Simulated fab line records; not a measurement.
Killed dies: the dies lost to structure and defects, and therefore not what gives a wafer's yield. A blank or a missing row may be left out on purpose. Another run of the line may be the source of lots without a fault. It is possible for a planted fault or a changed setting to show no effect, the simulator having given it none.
Lot-split experiment + flow berkeleyCmos170 + 23 wafers read from 5 lots, route of 331 steps

== ABOUT THE SPLIT ==
At UCB170_SILICIDE_SPUTTER_01 (material Ti, target thk 30 nm, time 25 s), the setting powerW was moved away from the recipe's 1500 W on 5 of the 23 wafers read, by -9.3% to -7.3%. The other wafers ran this setting at the recipe's value.

== FROM THE SPLIT ON TO THE READING: in between, the file shows 1 step ==
- UCB170_SILICIDE_RS_MEAS_02: measures by four-point-probe

== THE READING ==
SILICIDE_TI_THK, in nm, at UCB170_SILICIDE_THK_MEAS_03 (measures by xrf). A value of 30.50 nm with a standard deviation of 0.29 nm is what fault-free wafers of this fab line usually give.

| wafer  | tool, chamber at the split | powerW as run, W | against the recipe | SILICIDE_TI_THK, nm | against lot-mates on the recipe |
|--------|----------------------------|------------------|--------------------|---------------------|---------------------------------|
| L075.1 | pvdSputter-04, -           | 1500             | recipe             | 30.42               | -                               |
| L075.2 | pvdSputter-04, -           | 1500             | recipe             | 30.34               | -                               |
| L075.3 | pvdSputter-04, -           | 1390             | -7.3%              | 27.77               | -2.61                           |
| L075.4 | pvdSputter-04, -           | 1390             | -7.3%              | 28.06               | -2.32                           |
| L075.5 | pvdSputter-04, -           | 1390             | -7.3%              | 28.13               | -2.25                           |
| L077.2 | pvdSputter-03, -           | 1500             | recipe             | 30.23               | -                               |
| L077.3 | pvdSputter-03, -           | 1360             | -9.3%              | 27.61               | -2.65                           |
| L077.4 | pvdSputter-03, -           | 1500             | recipe             | 30.25               | -                               |
| L077.5 | pvdSputter-03, -           | 1360             | -9.3%              | 27.21               | -3.05                           |
| L077.6 | pvdSputter-03, -           | 1500             | recipe             | 30.31               | -                               |
| L081.1 | pvdSputter-02, -           | 1500             | recipe             | 30.53               | -                               |
| L081.2 | pvdSputter-02, -           | 1500             | recipe             | 30.41               | -                               |
| L081.3 | pvdSputter-02, -           | 1500             | recipe             | 30.66               | -                               |
| L083.1 | pvdSputter-02, -           | 1500             | recipe             | 30.96               | -                               |
| L083.2 | pvdSputter-02, -           | 1500             | recipe             | 30.84               | -                               |
| L083.3 | pvdSputter-02, -           | 1500             | recipe             | 30.98               | -                               |
| L083.5 | pvdSputter-02, -           | 1500             | recipe             | 30.87               | -                               |
| L083.6 | pvdSputter-02, -           | 1500             | recipe             | 30.77               | -                               |
| L085.1 | pvdSputter-04, -           | 1500             | recipe             | 30.44               | -                               |
| L085.2 | pvdSputter-04, -           | 1500             | recipe             | 30.78               | -                               |
| L085.3 | pvdSputter-04, -           | 1500             | recipe             | 30.58               | -                               |
| L085.4 | pvdSputter-04, -           | 1500             | recipe             | 30.67               | -                               |
| L085.5 | pvdSputter-04, -           | 1500             | recipe             | 30.79               | -                               |

THE FIT
A straight line over all 23 wafers: SILICIDE_TI_THK changes by +0.349 nm for each +1% of powerW; r = +0.98; the points scatter about the line by 0.24 nm.
The same after taking each lot's own level away (the mean of its wafers on the recipe; 23 wafers): +0.315 nm for each +1%; r = +0.99; scatter 0.13 nm.
That fit puts the effect of the largest move of powerW on the reading at 2.9 nm.
The span of the lots' own levels, 30.263 to 30.884 nm, comes to 2.1 times the standard deviation stated above.
Hence the slope depends on the lot-to-lot level, as the two fits are not the same.
Check: for one of the wafers moved furthest among these (-9.3%), held out of the fit, the line's prediction against its lot-mates is -3.05 nm. It came out at -2.65 nm against them.

== OTHER SPLITS APPLIED TO THESE WAFERS ==
These wafers also went through other splits before the reading. Each is held against what the fit with the lots' levels taken away leaves over:
| other split on the same wafers      | wafers away from the commonest value | r with SILICIDE_TI_THK (lot level and that fit taken away) |
|-------------------------------------|--------------------------------------|------------------------------------------------------------|
| UCB170_PLDD_COAT_01 resistThkNm     | 7                                    | +0.27                                                      |
| UCB170_NLDD_EXPOSE_03 doseMj        | 4                                    | +0.02                                                      |
| UCB170_NLDD_DEVELOP_05 developTimeS | 11                                   | -0.31                                                      |
| UCB170_NSD_COAT_01 resistThkNm      | 3                                    | -0.17                                                      |
| UCB170_NSD_IMPLANT_08 doseCm2       | 8                                    | +0.04                                                      |

== THE WHOLE CHAIN: every reading that the file lists as answering this split, in the file's order ==
| step                        | what it does                             | reading                                                                          | change (the file's fit)               | r (the file's) |
|-----------------------------|------------------------------------------|----------------------------------------------------------------------------------|---------------------------------------|----------------|
| UCB170_SILICIDE_SPUTTER_01  | material Ti, target thk 30 nm, time 25 s | Ti_of_SILICIDE_SPUTTER_01.thkNm (the simulator's own value, which no gauge read) | +0.315 nm for each +1% of the setting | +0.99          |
| UCB170_SILICIDE_RS_MEAS_02  | measures by four-point-probe             | SILICIDE_TI_RS                                                                   | -0.364 for each +1% of the setting    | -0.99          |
| UCB170_SILICIDE_THK_MEAS_03 | measures by xrf                          | SILICIDE_TI_THK                                                                  | +0.314 for each +1% of the setting    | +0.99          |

== FILE'S OWN FIT ==
SILICIDE_TI_THK changes by +0.314 nm for each +1% of powerW, r = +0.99.
